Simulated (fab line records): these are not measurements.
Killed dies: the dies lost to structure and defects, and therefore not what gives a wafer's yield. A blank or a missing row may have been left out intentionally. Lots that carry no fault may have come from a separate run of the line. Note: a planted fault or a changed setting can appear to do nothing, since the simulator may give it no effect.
fab line records :: flow rit_cmos
record:
  lots: 6
  wafers: 18
  last_day: 7
route steps=202 shown PWELL@42 WELLDRIVE@50 NWELL@51 NRETRO@53 M1@202
lots untouched by any fault: they come from a run of this same line in which no faults occurred
start_h: start of the lot's first displayed wafer, in hours after the record's first day :: wait_h: how many hours have passed since the lot's step before this one :: " same as the row above :: L1.1+2: several wafers, shown together as one row :: - no value, or no start given :: * or withheld: withheld :: < > ~ a bound
route shown NAME@n: names a module that has steps shown in the file, with the first one's number in the route :: usual: mean/standard deviation of fault-free wafers :: same: alike in all rows :: chamber/n: place in a boat :: sites: each site's reading :: _std_site: how widely they spread, as a standard deviation :: _edge_site: inner sites' mean taken away from outer sites' mean :: radius_mm: for every site, how far away it sits from the centre of the wafer :: mask NAME#n: copy n :: behind: the most recent tool/chamber to have shaped the wafer :: hold: the reason the lot was held/the length of the hold in hours/how it ended :: device: whichever transistor did not switch (one of n, p or np) :: end of line: the tests these same wafers got at the end of their route :: a step without rows: its recipe alone :: killed: the dies lost at the first sort to structure and to defects; this is not the yield of the wafer :: map: a wafer's dies, marking killed ones x, the rest . and places with no die _
set.NAME: the setting the step ran with; set.NAME@STEP: the setting that earlier step ran with :: model.NAME: the simulator's own value behind a step, which no gauge read
lots at selected steps of the route; one table per step, one row per wafer
services: from which hour (start_h, from the record's first day; less than 0 if before it) a tool's chamber was out of use, for how many hours, and why
== steps ==
step: RIT_PWELL_EXPOSE_03
recipe:
  mask_id: M3
  na: 0.57
  target_cd_nm: 43700
  dose_mj: 250
step: RIT_PWELL_PEB_04
recipe:
  resist: NOVOLAK
  temp_c: withheld
  time_s: withheld
step: RIT_PWELL_DEVELOP_05
recipe:
  resist: NOVOLAK
  develop_time_s: 68
  dev_temp_c: 23
step: RIT_PWELL_OVL_MEAS_06
usual:
  PWELL_OVL: -1.3/1.2
lot.wafer: L963.1
tool: overlay-01
chamber: -
start_h: 31.32
wait_h: -
PWELL_OVL[nm]: -0.5

lot.wafer: L963.2
tool: overlay-01
chamber: -
start_h: 31.32
wait_h: -
PWELL_OVL[nm]: 0.0

lot.wafer: L963.6
tool: overlay-01
chamber: -
start_h: 31.32
wait_h: -
PWELL_OVL[nm]: -3.1

lot.wafer: L965.4
tool: overlay-02
chamber: -
start_h: 40.83
wait_h: -
PWELL_OVL[nm]: -0.7

lot.wafer: L965.5
tool: overlay-02
chamber: -
start_h: 40.83
wait_h: -
PWELL_OVL[nm]: -2.0

lot.wafer: L965.6
tool: overlay-02
chamber: -
start_h: 40.83
wait_h: -
PWELL_OVL[nm]: -2.4

lot.wafer: L973.2
tool: overlay-01
chamber: -
start_h: 80.04
wait_h: -
PWELL_OVL[nm]: -1.4

lot.wafer: L973.3
tool: overlay-01
chamber: -
start_h: 80.04
wait_h: -
PWELL_OVL[nm]: -1.7

lot.wafer: L973.6
tool: overlay-01
chamber: -
start_h: 80.04
wait_h: -
PWELL_OVL[nm]: -0.5

lot.wafer: L974.2
tool: overlay-01
chamber: -
start_h: 83.87
wait_h: -
PWELL_OVL[nm]: -1.6

lot.wafer: L974.5
tool: overlay-01
chamber: -
start_h: 83.87
wait_h: -
PWELL_OVL[nm]: -0.9

lot.wafer: L974.6
tool: overlay-01
chamber: -
start_h: 83.87
wait_h: -
PWELL_OVL[nm]: -0.7

lot.wafer: L981.1
tool: overlay-01
chamber: -
start_h: 121.22
wait_h: -
PWELL_OVL[nm]: -1.8

lot.wafer: L981.2
tool: overlay-01
chamber: -
start_h: 121.22
wait_h: -
PWELL_OVL[nm]: 0.0

lot.wafer: L981.3
tool: overlay-01
chamber: -
start_h: 121.22
wait_h: -
PWELL_OVL[nm]: 0.1

lot.wafer: L984.1
tool: overlay-01
chamber: -
start_h: 135.49
wait_h: -
PWELL_OVL[nm]: -0.6

lot.wafer: L984.2
tool: overlay-01
chamber: -
start_h: 135.49
wait_h: -
PWELL_OVL[nm]: -0.9

lot.wafer: L984.3
tool: overlay-01
chamber: -
start_h: 135.49
wait_h: -
PWELL_OVL[nm]: -2.1
step: RIT_PWELL_HARDBAKE_07
recipe:
  resist: NOVOLAK
  temp_c: 140
  time_s: 120
step: RIT_PWELL_IMPLANT_08
recipe:
  species: B
  energy_kev: 170
  dose_cm2: 7e+13
  tilt_deg: 7
step: RIT_PWELL_STRIP_09
recipe:
  chemistry: O2
  time_s: 180
  resist: NOVOLAK
  platen_temp_c: withheld
  power_w: 500
  pressure_mtorr: 4000
  o2_flow_sccm: 4000
usual:
  drypump_motor_current_A: 5.6/0.4
lot.wafer: L963.1
tool: plasma_asher-03
chamber: 1
start_h: 31.75
wait_h: 0.1
drypump_motor_current_A: 5.1
rf_hours_counter_h: 23

lot.wafer: L963.2
tool: plasma_asher-03
chamber: 0
start_h: 31.75
wait_h: 0.1
drypump_motor_current_A: 5.2
rf_hours_counter_h: 23

lot.wafer: L963.6
tool: plasma_asher-03
chamber: 1
start_h: 31.75
wait_h: 0.1
drypump_motor_current_A: 5.1
rf_hours_counter_h: -

lot.wafer: L965.4
tool: plasma_asher-04
chamber: 0
start_h: 41.48
wait_h: 0.1
drypump_motor_current_A: 6.0
rf_hours_counter_h: -

lot.wafer: L965.5
tool: plasma_asher-04
chamber: 1
start_h: 41.48
wait_h: 0.1
drypump_motor_current_A: 6.0
rf_hours_counter_h: -

lot.wafer: L965.6
tool: plasma_asher-04
chamber: 0
start_h: 41.48
wait_h: 0.1
drypump_motor_current_A: 6.0
rf_hours_counter_h: -

lot.wafer: L973.2
tool: plasma_asher-03
chamber: 1
start_h: 80.47
wait_h: 0.1
drypump_motor_current_A: 5.1
rf_hours_counter_h: 29

lot.wafer: L973.3
tool: plasma_asher-03
chamber: 0
start_h: 80.47
wait_h: 0.1
drypump_motor_current_A: 5.2
rf_hours_counter_h: -

lot.wafer: L973.6
tool: plasma_asher-03
chamber: 1
start_h: 80.47
wait_h: 0.1
drypump_motor_current_A: 5.1
rf_hours_counter_h: -

lot.wafer: L974.2
tool: plasma_asher-03
chamber: 1
start_h: 84.30
wait_h: 0.1
drypump_motor_current_A: 5.1
rf_hours_counter_h: 30

lot.wafer: L974.5
tool: plasma_asher-03
chamber: 1
start_h: 84.30
wait_h: 0.1
drypump_motor_current_A: 5.1
rf_hours_counter_h: -

lot.wafer: L974.6
tool: plasma_asher-03
chamber: 0
start_h: 84.30
wait_h: 0.1
drypump_motor_current_A: 5.2
rf_hours_counter_h: -

lot.wafer: L981.1
tool: plasma_asher-04
chamber: 1
start_h: 121.66
wait_h: 0.1
drypump_motor_current_A: 5.9
rf_hours_counter_h: 1

lot.wafer: L981.2
tool: plasma_asher-04
chamber: 0
start_h: 121.66
wait_h: 0.1
drypump_motor_current_A: 6.0
rf_hours_counter_h: 1

lot.wafer: L981.3
tool: plasma_asher-04
chamber: 1
start_h: 121.66
wait_h: 0.1
drypump_motor_current_A: 5.9
rf_hours_counter_h: -

lot.wafer: L984.1
tool: plasma_asher-04
chamber: 1
start_h: 135.92
wait_h: 0.1
drypump_motor_current_A: 6.0
rf_hours_counter_h: 2

lot.wafer: L984.2
tool: plasma_asher-04
chamber: 0
start_h: 135.92
wait_h: 0.1
drypump_motor_current_A: 6.0
rf_hours_counter_h: 2

lot.wafer: L984.3
tool: plasma_asher-04
chamber: 0
start_h: 135.92
wait_h: 0.1
drypump_motor_current_A: 6.0
rf_hours_counter_h: -
step: RIT_PWELL_TW_MEAS_10
usual:
  PWELL_TW: 951/6.8
lot.wafer: L963.1
tool: film_metro-04
chamber: -
start_h: 31.93
wait_h: 0.1
PWELL_TW: 941

lot.wafer: L963.2
tool: film_metro-04
chamber: -
start_h: 31.93
wait_h: 0.1
PWELL_TW: 947

lot.wafer: L963.6
tool: film_metro-04
chamber: -
start_h: 31.93
wait_h: 0.1
PWELL_TW: 945

lot.wafer: L965.4
tool: film_metro-04
chamber: -
start_h: 41.63
wait_h: 0.1
PWELL_TW: 948

lot.wafer: L965.5
tool: film_metro-04
chamber: -
start_h: 41.63
wait_h: 0.1
PWELL_TW: 946

lot.wafer: L965.6
tool: film_metro-04
chamber: -
start_h: 41.63
wait_h: 0.1
PWELL_TW: 948

lot.wafer: L973.2
tool: film_metro-02
chamber: -
start_h: 80.65
wait_h: 0.1
PWELL_TW: 953

lot.wafer: L973.3
tool: film_metro-02
chamber: -
start_h: 80.65
wait_h: 0.1
PWELL_TW: 957

lot.wafer: L973.6
tool: film_metro-02
chamber: -
start_h: 80.65
wait_h: 0.1
PWELL_TW: 950

lot.wafer: L974.2
tool: film_metro-01
chamber: -
start_h: 84.49
wait_h: 0.1
PWELL_TW: 958

lot.wafer: L974.5
tool: film_metro-01
chamber: -
start_h: 84.49
wait_h: 0.1
PWELL_TW: 958

lot.wafer: L974.6
tool: film_metro-01
chamber: -
start_h: 84.49
wait_h: 0.1
PWELL_TW: 957

lot.wafer: L981.1
tool: film_metro-02
chamber: -
start_h: 121.83
wait_h: 0.1
PWELL_TW: 947

lot.wafer: L981.2
tool: film_metro-02
chamber: -
start_h: 121.83
wait_h: 0.1
PWELL_TW: 953

lot.wafer: L981.3
tool: film_metro-02
chamber: -
start_h: 121.83
wait_h: 0.1
PWELL_TW: 947

lot.wafer: L984.1
tool: film_metro-01
chamber: -
start_h: 136.10
wait_h: 0.1
PWELL_TW: 954

lot.wafer: L984.2
tool: film_metro-01
chamber: -
start_h: 136.10
wait_h: 0.1
PWELL_TW: 959

lot.wafer: L984.3
tool: film_metro-01
chamber: -
start_h: 136.10
wait_h: 0.1
PWELL_TW: 959
step: RIT_WELLDRIVE_ANNEAL_00
recipe:
  temp_c: 1100
  time_s: 14700
  ambient: N2
step: RIT_WELLDRIVE_RS_MEAS_01
recipe:
  thk_meas_gauge: four-point-probe
usual:
  NWELL_RS: 275.6/0.78
lot.wafer: L963.1
tool: film_metro-01
chamber: -
start_h: 39.09
wait_h: 0.0
NWELL_RS[ohm/sq]: 275.3

lot.wafer: L963.2
tool: film_metro-01
chamber: -
start_h: 39.09
wait_h: 0.0
NWELL_RS[ohm/sq]: 276.0

lot.wafer: L963.6
tool: film_metro-01
chamber: -
start_h: 39.09
wait_h: 0.0
NWELL_RS[ohm/sq]: 275.5

lot.wafer: L965.4
tool: film_metro-04
chamber: -
start_h: 48.00
wait_h: 0.1
NWELL_RS[ohm/sq]: 276.1

lot.wafer: L965.5
tool: film_metro-04
chamber: -
start_h: 48.00
wait_h: 0.1
NWELL_RS[ohm/sq]: 275.2

lot.wafer: L965.6
tool: film_metro-04
chamber: -
start_h: 48.00
wait_h: 0.1
NWELL_RS[ohm/sq]: 274.5

lot.wafer: L973.2
tool: film_metro-01
chamber: -
start_h: 85.98
wait_h: 0.0
NWELL_RS[ohm/sq]: 276.8

lot.wafer: L973.3
tool: film_metro-01
chamber: -
start_h: 85.98
wait_h: 0.0
NWELL_RS[ohm/sq]: 276.6

lot.wafer: L973.6
tool: film_metro-01
chamber: -
start_h: 85.98
wait_h: 0.0
NWELL_RS[ohm/sq]: 276.7

lot.wafer: L974.2
tool: film_metro-01
chamber: -
start_h: 90.21
wait_h: 0.0
NWELL_RS[ohm/sq]: 275.6

lot.wafer: L974.5
tool: film_metro-01
chamber: -
start_h: 90.21
wait_h: 0.0
NWELL_RS[ohm/sq]: 275.5

lot.wafer: L974.6
tool: film_metro-01
chamber: -
start_h: 90.21
wait_h: 0.0
NWELL_RS[ohm/sq]: 275.2

lot.wafer: L981.1
tool: film_metro-01
chamber: -
start_h: 128.26
wait_h: 0.0
NWELL_RS[ohm/sq]: 276.4

lot.wafer: L981.2
tool: film_metro-01
chamber: -
start_h: 128.26
wait_h: 0.0
NWELL_RS[ohm/sq]: 276.7

lot.wafer: L981.3
tool: film_metro-01
chamber: -
start_h: 128.26
wait_h: 0.0
NWELL_RS[ohm/sq]: 276.5

lot.wafer: L984.1
tool: film_metro-04
chamber: -
start_h: 142.25
wait_h: 0.0
NWELL_RS[ohm/sq]: 274.8

lot.wafer: L984.2
tool: film_metro-04
chamber: -
start_h: 142.25
wait_h: 0.0
NWELL_RS[ohm/sq]: 275.0

lot.wafer: L984.3
tool: film_metro-04
chamber: -
start_h: 142.25
wait_h: 0.0
NWELL_RS[ohm/sq]: 274.9
step: RIT_WELLDRIVE_RS_MEAS_02
recipe:
  thk_meas_gauge: four-point-probe
usual:
  PWELL_RS: 429.1/1.2
lot.wafer: L963.1
tool: film_metro-01
chamber: -
start_h: 39.21
wait_h: 0.1
PWELL_RS[ohm/sq]: 428.8

lot.wafer: L963.2
tool: film_metro-01
chamber: -
start_h: 39.21
wait_h: 0.1
PWELL_RS[ohm/sq]: 428.4

lot.wafer: L963.6
tool: film_metro-01
chamber: -
start_h: 39.21
wait_h: 0.1
PWELL_RS[ohm/sq]: 427.6

lot.wafer: L965.4
tool: film_metro-04
chamber: -
start_h: 48.12
wait_h: 0.1
PWELL_RS[ohm/sq]: 428.8

lot.wafer: L965.5
tool: film_metro-04
chamber: -
start_h: 48.12
wait_h: 0.1
PWELL_RS[ohm/sq]: 428.3

lot.wafer: L965.6
tool: film_metro-04
chamber: -
start_h: 48.12
wait_h: 0.1
PWELL_RS[ohm/sq]: 427.9

lot.wafer: L973.2
tool: film_metro-01
chamber: -
start_h: 86.10
wait_h: 0.1
PWELL_RS[ohm/sq]: 431.0

lot.wafer: L973.3
tool: film_metro-01
chamber: -
start_h: 86.10
wait_h: 0.1
PWELL_RS[ohm/sq]: 430.8

lot.wafer: L973.6
tool: film_metro-01
chamber: -
start_h: 86.10
wait_h: 0.1
PWELL_RS[ohm/sq]: 430.6

lot.wafer: L974.2
tool: film_metro-01
chamber: -
start_h: 90.33
wait_h: 0.1
PWELL_RS[ohm/sq]: 429.6

lot.wafer: L974.5
tool: film_metro-01
chamber: -
start_h: 90.33
wait_h: 0.1
PWELL_RS[ohm/sq]: 432.1

lot.wafer: L974.6
tool: film_metro-01
chamber: -
start_h: 90.33
wait_h: 0.1
PWELL_RS[ohm/sq]: 429.6

lot.wafer: L981.1
tool: film_metro-01
chamber: -
start_h: 128.38
wait_h: 0.1
PWELL_RS[ohm/sq]: 428.8

lot.wafer: L981.2
tool: film_metro-01
chamber: -
start_h: 128.38
wait_h: 0.1
PWELL_RS[ohm/sq]: 430.1

lot.wafer: L981.3
tool: film_metro-01
chamber: -
start_h: 128.38
wait_h: 0.1
PWELL_RS[ohm/sq]: 430.4

lot.wafer: L984.1
tool: film_metro-04
chamber: -
start_h: 142.37
wait_h: 0.1
PWELL_RS[ohm/sq]: 429.1

lot.wafer: L984.2
tool: film_metro-04
chamber: -
start_h: 142.37
wait_h: 0.1
PWELL_RS[ohm/sq]: 429.4

lot.wafer: L984.3
tool: film_metro-04
chamber: -
start_h: 142.37
wait_h: 0.1
PWELL_RS[ohm/sq]: 429.1
step: RIT_NRETRO_HMDS_00
recipe:
  prime_time_s: 60
  prime_temp_c: 140
step: RIT_NRETRO_COAT_01
recipe:
  resist: NOVOLAK
  spin_rpm: 2048
  resist_thk_nm: 1300
usual:
  resist_line_temp_C: 23.00/0.11
  spin_speed_rpm: 2047.7/1.6
lot.wafer: L963.1
tool: litho_track-02
chamber: 0
start_h: 39.72
wait_h: 0.1
resist_line_temp_C: 22.92
spin_speed_rpm: 2046.4
model.NOVOLAK_of_NRETRO_COAT_01.thk_nm: 1283

lot.wafer: L963.2
tool: litho_track-02
chamber: 0
start_h: 39.72
wait_h: 0.1
resist_line_temp_C: 23.06
spin_speed_rpm: 2048.9
model.NOVOLAK_of_NRETRO_COAT_01.thk_nm: 1287

lot.wafer: L963.6
tool: litho_track-02
chamber: 0
start_h: 39.72
wait_h: 0.1
resist_line_temp_C: 22.96
spin_speed_rpm: 2047.2
model.NOVOLAK_of_NRETRO_COAT_01.thk_nm: 1282

lot.wafer: L965.4
tool: litho_track-03
chamber: 0
start_h: 48.40
wait_h: 0.1
resist_line_temp_C: 23.01
spin_speed_rpm: 2045.5
model.NOVOLAK_of_NRETRO_COAT_01.thk_nm: 1286

lot.wafer: L965.5
tool: litho_track-03
chamber: 0
start_h: 48.40
wait_h: 0.1
resist_line_temp_C: 23.12
spin_speed_rpm: 2045.2
model.NOVOLAK_of_NRETRO_COAT_01.thk_nm: 1289

lot.wafer: L965.6
tool: litho_track-03
chamber: 0
start_h: 48.40
wait_h: 0.1
resist_line_temp_C: 23.13
spin_speed_rpm: 2046.8
model.NOVOLAK_of_NRETRO_COAT_01.thk_nm: 1289

lot.wafer: L973.2
tool: litho_track-03
chamber: 0
start_h: 86.38
wait_h: 0.1
resist_line_temp_C: 23.01
spin_speed_rpm: 2046.1
model.NOVOLAK_of_NRETRO_COAT_01.thk_nm: 1396

lot.wafer: L973.3
tool: litho_track-03
chamber: 0
start_h: 86.38
wait_h: 0.1
resist_line_temp_C: 23.17
spin_speed_rpm: 2048.9
model.NOVOLAK_of_NRETRO_COAT_01.thk_nm: 1396

lot.wafer: L973.6
tool: litho_track-03
chamber: 0
start_h: 86.38
wait_h: 0.1
resist_line_temp_C: 22.84
spin_speed_rpm: 2046.8
model.NOVOLAK_of_NRETRO_COAT_01.thk_nm: 1396

lot.wafer: L974.2
tool: litho_track-03
chamber: 0
start_h: 90.61
wait_h: 0.1
resist_line_temp_C: 22.96
spin_speed_rpm: 2048.4
model.NOVOLAK_of_NRETRO_COAT_01.thk_nm: 1401

lot.wafer: L974.5
tool: litho_track-03
chamber: 0
start_h: 90.61
wait_h: 0.1
resist_line_temp_C: 23.00
spin_speed_rpm: 2045.3
model.NOVOLAK_of_NRETRO_COAT_01.thk_nm: 1402

lot.wafer: L974.6
tool: litho_track-03
chamber: 0
start_h: 90.61
wait_h: 0.1
resist_line_temp_C: 22.97
spin_speed_rpm: 2048.4
model.NOVOLAK_of_NRETRO_COAT_01.thk_nm: 1405

lot.wafer: L981.1
tool: litho_track-01
chamber: 0
start_h: 128.65
wait_h: 0.1
resist_line_temp_C: 22.92
spin_speed_rpm: 2046.1
model.NOVOLAK_of_NRETRO_COAT_01.thk_nm: 1285

lot.wafer: L981.2
tool: litho_track-01
chamber: 0
start_h: 128.65
wait_h: 0.1
resist_line_temp_C: 23.14
spin_speed_rpm: 2048.5
model.NOVOLAK_of_NRETRO_COAT_01.thk_nm: 1283

lot.wafer: L981.3
tool: litho_track-01
chamber: 0
start_h: 128.65
wait_h: 0.1
resist_line_temp_C: 23.02
spin_speed_rpm: 2048.1
model.NOVOLAK_of_NRETRO_COAT_01.thk_nm: 1286

lot.wafer: L984.1
tool: litho_track-01
chamber: 0
start_h: 142.64
wait_h: 0.1
resist_line_temp_C: 22.89
spin_speed_rpm: 2045.9
model.NOVOLAK_of_NRETRO_COAT_01.thk_nm: 1287

lot.wafer: L984.2
tool: litho_track-01
chamber: 0
start_h: 142.64
wait_h: 0.1
resist_line_temp_C: 22.91
spin_speed_rpm: 2047.3
model.NOVOLAK_of_NRETRO_COAT_01.thk_nm: 1286

lot.wafer: L984.3
tool: litho_track-01
chamber: 0
start_h: 142.64
wait_h: 0.1
resist_line_temp_C: 22.90
spin_speed_rpm: 2045.4
model.NOVOLAK_of_NRETRO_COAT_01.thk_nm: 1287
step: RIT_NRETRO_SOFTBAKE_02
recipe:
  resist: NOVOLAK
  temp_c: 90
  time_s: 60
step: RIT_NRETRO_EXPOSE_03
recipe:
  mask_id: M4
  na: 0.57
  target_cd_nm: 43900
  dose_mj: 250
step: RIT_NRETRO_PEB_04
recipe:
  resist: NOVOLAK
  temp_c: withheld
  time_s: withheld
step: RIT_NRETRO_DEVELOP_05
recipe:
  resist: NOVOLAK
  develop_time_s: 68
  dev_temp_c: 23
step: RIT_NRETRO_OVL_MEAS_06
usual:
  NRETRO_OVL: -0.8/1.5
lot.wafer: L963.1
tool: overlay-01
chamber: -
start_h: 40.58
wait_h: -
NRETRO_OVL[nm]: -1.4

lot.wafer: L963.2
tool: overlay-01
chamber: -
start_h: 40.58
wait_h: -
NRETRO_OVL[nm]: -1.5

lot.wafer: L963.6
tool: overlay-01
chamber: -
start_h: 40.58
wait_h: -
NRETRO_OVL[nm]: -0.8

lot.wafer: L965.4
tool: overlay-02
chamber: -
start_h: 49.20
wait_h: -
NRETRO_OVL[nm]: 0.5

lot.wafer: L965.5
tool: overlay-02
chamber: -
start_h: 49.20
wait_h: -
NRETRO_OVL[nm]: -0.3

lot.wafer: L965.6
tool: overlay-02
chamber: -
start_h: 49.20
wait_h: -
NRETRO_OVL[nm]: -1.8

lot.wafer: L973.2
tool: overlay-01
chamber: -
start_h: 87.09
wait_h: -
NRETRO_OVL[nm]: -3.9

lot.wafer: L973.3
tool: overlay-01
chamber: -
start_h: 87.09
wait_h: -
NRETRO_OVL[nm]: -1.4

lot.wafer: L973.6
tool: overlay-01
chamber: -
start_h: 87.09
wait_h: -
NRETRO_OVL[nm]: -1.6

lot.wafer: L974.2
tool: overlay-01
chamber: -
start_h: 91.32
wait_h: -
NRETRO_OVL[nm]: -2.6

lot.wafer: L974.5
tool: overlay-01
chamber: -
start_h: 91.32
wait_h: -
NRETRO_OVL[nm]: -0.4

lot.wafer: L974.6
tool: overlay-01
chamber: -
start_h: 91.32
wait_h: -
NRETRO_OVL[nm]: 0.3

lot.wafer: L981.1
tool: overlay-02
chamber: -
start_h: 129.50
wait_h: -
NRETRO_OVL[nm]: -0.3

lot.wafer: L981.2
tool: overlay-02
chamber: -
start_h: 129.50
wait_h: -
NRETRO_OVL[nm]: 0.4

lot.wafer: L981.3
tool: overlay-02
chamber: -
start_h: 129.50
wait_h: -
NRETRO_OVL[nm]: -0.2

lot.wafer: L984.1
tool: overlay-01
chamber: -
start_h: 143.50
wait_h: -
NRETRO_OVL[nm]: -0.1

lot.wafer: L984.2
tool: overlay-01
chamber: -
start_h: 143.50
wait_h: -
NRETRO_OVL[nm]: -2.2

lot.wafer: L984.3
tool: overlay-01
chamber: -
start_h: 143.50
wait_h: -
NRETRO_OVL[nm]: -2.2
step: RIT_NRETRO_HARDBAKE_07
recipe:
  resist: NOVOLAK
  temp_c: 140
  time_s: 120
usual:
  heater_power_total_W: 52.03/0.064
  resist_line_temp_C: 22.98/0.11
lot.wafer: L963.1
tool: litho_track-02
chamber: 0
start_h: 40.74
wait_h: 0.2
heater_power_total_W: 51.98
resist_line_temp_C: 23.14
model.NOVOLAK_of_NRETRO_COAT_01.thk_nm: 1122

lot.wafer: L963.2
tool: litho_track-02
chamber: 0
start_h: 40.74
wait_h: 0.2
heater_power_total_W: 52.02
resist_line_temp_C: 23.00
model.NOVOLAK_of_NRETRO_COAT_01.thk_nm: 1126

lot.wafer: L963.6
tool: litho_track-02
chamber: 0
start_h: 40.74
wait_h: 0.2
heater_power_total_W: 52.00
resist_line_temp_C: 23.08
model.NOVOLAK_of_NRETRO_COAT_01.thk_nm: 1121

lot.wafer: L965.4
tool: litho_track-03
chamber: 0
start_h: 49.49
wait_h: 0.3
heater_power_total_W: 52.07
resist_line_temp_C: 22.69
model.NOVOLAK_of_NRETRO_COAT_01.thk_nm: 1125

lot.wafer: L965.5
tool: litho_track-03
chamber: 0
start_h: 49.49
wait_h: 0.3
heater_power_total_W: 51.89
resist_line_temp_C: 22.92
model.NOVOLAK_of_NRETRO_COAT_01.thk_nm: 1127

lot.wafer: L965.6
tool: litho_track-03
chamber: 0
start_h: 49.49
wait_h: 0.3
heater_power_total_W: 52.05
resist_line_temp_C: 22.85
model.NOVOLAK_of_NRETRO_COAT_01.thk_nm: 1128

lot.wafer: L973.2
tool: litho_track-02
chamber: 0
start_h: 87.16
wait_h: 0.1
heater_power_total_W: 52.19
resist_line_temp_C: 23.02
model.NOVOLAK_of_NRETRO_COAT_01.thk_nm: 1220

lot.wafer: L973.3
tool: litho_track-02
chamber: 0
start_h: 87.16
wait_h: 0.1
heater_power_total_W: 51.97
resist_line_temp_C: 22.79
model.NOVOLAK_of_NRETRO_COAT_01.thk_nm: 1219

lot.wafer: L973.6
tool: litho_track-02
chamber: 0
start_h: 87.16
wait_h: 0.1
heater_power_total_W: 52.12
resist_line_temp_C: 22.71
model.NOVOLAK_of_NRETRO_COAT_01.thk_nm: 1220

lot.wafer: L974.2
tool: litho_track-02
chamber: 0
start_h: 91.39
wait_h: 0.1
heater_power_total_W: 52.03
resist_line_temp_C: 23.01
model.NOVOLAK_of_NRETRO_COAT_01.thk_nm: 1224

lot.wafer: L974.5
tool: litho_track-02
chamber: 0
start_h: 91.39
wait_h: 0.1
heater_power_total_W: 51.99
resist_line_temp_C: 22.99
model.NOVOLAK_of_NRETRO_COAT_01.thk_nm: 1224

lot.wafer: L974.6
tool: litho_track-02
chamber: 0
start_h: 91.39
wait_h: 0.1
heater_power_total_W: 51.97
resist_line_temp_C: 22.95
model.NOVOLAK_of_NRETRO_COAT_01.thk_nm: 1227

lot.wafer: L981.1
tool: litho_track-02
chamber: 0
start_h: 129.54
wait_h: 0.0
heater_power_total_W: 51.96
resist_line_temp_C: 23.08
model.NOVOLAK_of_NRETRO_COAT_01.thk_nm: 1124

lot.wafer: L981.2
tool: litho_track-02
chamber: 0
start_h: 129.54
wait_h: 0.0
heater_power_total_W: 51.98
resist_line_temp_C: 23.06
model.NOVOLAK_of_NRETRO_COAT_01.thk_nm: 1122

lot.wafer: L981.3
tool: litho_track-02
chamber: 0
start_h: 129.54
wait_h: 0.0
heater_power_total_W: 51.97
resist_line_temp_C: 22.95
model.NOVOLAK_of_NRETRO_COAT_01.thk_nm: 1125

lot.wafer: L984.1
tool: litho_track-02
chamber: 0
start_h: 143.53
wait_h: 0.0
heater_power_total_W: 51.96
resist_line_temp_C: 22.97
model.NOVOLAK_of_NRETRO_COAT_01.thk_nm: 1126

lot.wafer: L984.2
tool: litho_track-02
chamber: 0
start_h: 143.53
wait_h: 0.0
heater_power_total_W: 52.05
resist_line_temp_C: 22.97
model.NOVOLAK_of_NRETRO_COAT_01.thk_nm: 1125

lot.wafer: L984.3
tool: litho_track-02
chamber: 0
start_h: 143.53
wait_h: 0.0
heater_power_total_W: 52.01
resist_line_temp_C: 22.97
model.NOVOLAK_of_NRETRO_COAT_01.thk_nm: 1125
step: RIT_NRETRO_IMPLANT_08
recipe:
  species: P
  energy_kev: 70
  dose_cm2: 1e+13
  tilt_deg: 7
step: RIT_M1_PROBE_99
usual:
  killed_at_contacts: 0.1/0.23
  killed_at_front_end: 6.6/2.8
  killed_dies: 6.6/2.8
  killed_on_rim: 1.8/1.4
  killed_open: 3.3/2
  killed_short: 3.2/1.7
same:
  gross_dies: 264
  killed_at_M0_to_M3: 0
  killed_at_M4_up: 0
  killed_at_back_side: 0
  killed_at_other: 0
lot.wafer: L973.3
tool: prober-01
chamber: -
start_h: 122.13
wait_h: 0.2
killed_at_contacts: 0
killed_at_front_end: 7
killed_dies: 7
killed_on_rim: 4
killed_open: 5
killed_short: 2

lot.wafer: L973.6
tool: prober-01
chamber: -
start_h: 122.28
wait_h: 0.2
killed_at_contacts: 0
killed_at_front_end: 5
killed_dies: 5
killed_on_rim: 2
killed_open: 3
killed_short: 2

lot.wafer: L981.1
tool: prober-01
chamber: -
start_h: 157.61
wait_h: 0.1
killed_at_contacts: 0
killed_at_front_end: 3
killed_dies: 3
killed_on_rim: 0
killed_open: 1
killed_short: 2

lot.wafer: L981.2
tool: prober-01
chamber: -
start_h: 157.66
wait_h: 0.1
killed_at_contacts: 0
killed_at_front_end: 12
killed_dies: 12
killed_on_rim: 4
killed_open: 6
killed_short: 6

lot.wafer: L981.3
tool: prober-01
chamber: -
start_h: 157.71
wait_h: 0.2
killed_at_contacts: 0
killed_at_front_end: 7
killed_dies: 7
killed_on_rim: 0
killed_open: 4
killed_short: 3
killed by level:class
L973.3 SPACER:geometric_particle:open=2 ACTIVE:geometric_particle:short=1 FOX1:geometric_particle:open=1 GATE:geometric_particle:open=1 GATE:geometric_particle:short=1 REOX:geometric_particle:open=1
L973.6 GATE:geometric_particle:open=2 FOX2:geometric_particle:short=1 SPACER:geometric_particle:open=1 SPACER:geometric_particle:short=1
L981.1 SILICIDE:geometric_particle:short=2 SILICIDE:geometric_particle:open=1
L981.2 FOX1:geometric_particle:short=2 FOX1:geometric_particle:open=2 GATE:geometric_particle:short=2 REOX:geometric_particle:open=2 REOX:geometric_particle:short=1 SPACER:geometric_particle:open=1 SILICIDE:geometric_particle:short=1 SILICIDE:geometric_particle:open=1
L981.3 REOX:geometric_particle:open=2 SILICIDE:geometric_particle:open=2 FOX1:geometric_particle:short=1 REOX:geometric_particle:short=1 SPACER:geometric_particle:short=1
== services ==
tool: plasma_asher-03
chamber: -
start_h: 52.89
hours: 14.6
kind: pm

tool: litho_track-02
chamber: -
start_h: 93.02
hours: -
kind: consumable_replace:filter

tool: plasma_asher-04
chamber: -
start_h: 108.75
hours: 9.0
kind: pm

tool: plasma_asher-04
chamber: 0
start_h: 108.75
hours: 9.0
kind: vent_cycle

tool: plasma_asher-04
chamber: 1
start_h: 108.75
hours: 9.0
kind: vent_cycle

tool: plasma_asher-04
chamber: 0
start_h: 117.75
hours: -
kind: clean

tool: plasma_asher-04
chamber: 1
start_h: 117.75
hours: -
kind: clean
== key ==
first_sign none at tools or gauges
model_effect:
  step: RIT_NRETRO_COAT_01
  value: NOVOLAK_of_NRETRO_COAT_01.thk_nm
  without: 1289
  struck: 1399
model_effect:
  step: RIT_NRETRO_HARDBAKE_07
  value: NOVOLAK_of_NRETRO_COAT_01.thk_nm
  without: 1128
  struck: 1222
met_at RIT_NRETRO_COAT_01
struck_wafers L973.2,L973.3,L973.6,L974.2,L974.5,L974.6
tester_left_out L973,L974
onset_between 48.40 86.38
also_fits RIT_PWELL_STRIP_09:plasma_asher-03
fault:
  kind: process_parameter_drift
  tool: litho_track-03
  chamber: -
  onset_h: 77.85
  steps: RIT_NRETRO_COAT_01
  channel: resist_thk_nm
  offset: 111.03
  shape: step
  end_h: 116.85
  acts_in: these_recipes_only
  stated: 1300
tester_left_out: of these lots the tester's yield and bins aren't shown, on N5 and GAA mostly nor the transistor test; their killed dies are dies lost to structure and defects alone, not to doping, threshold or leakage, so they don't give the yield
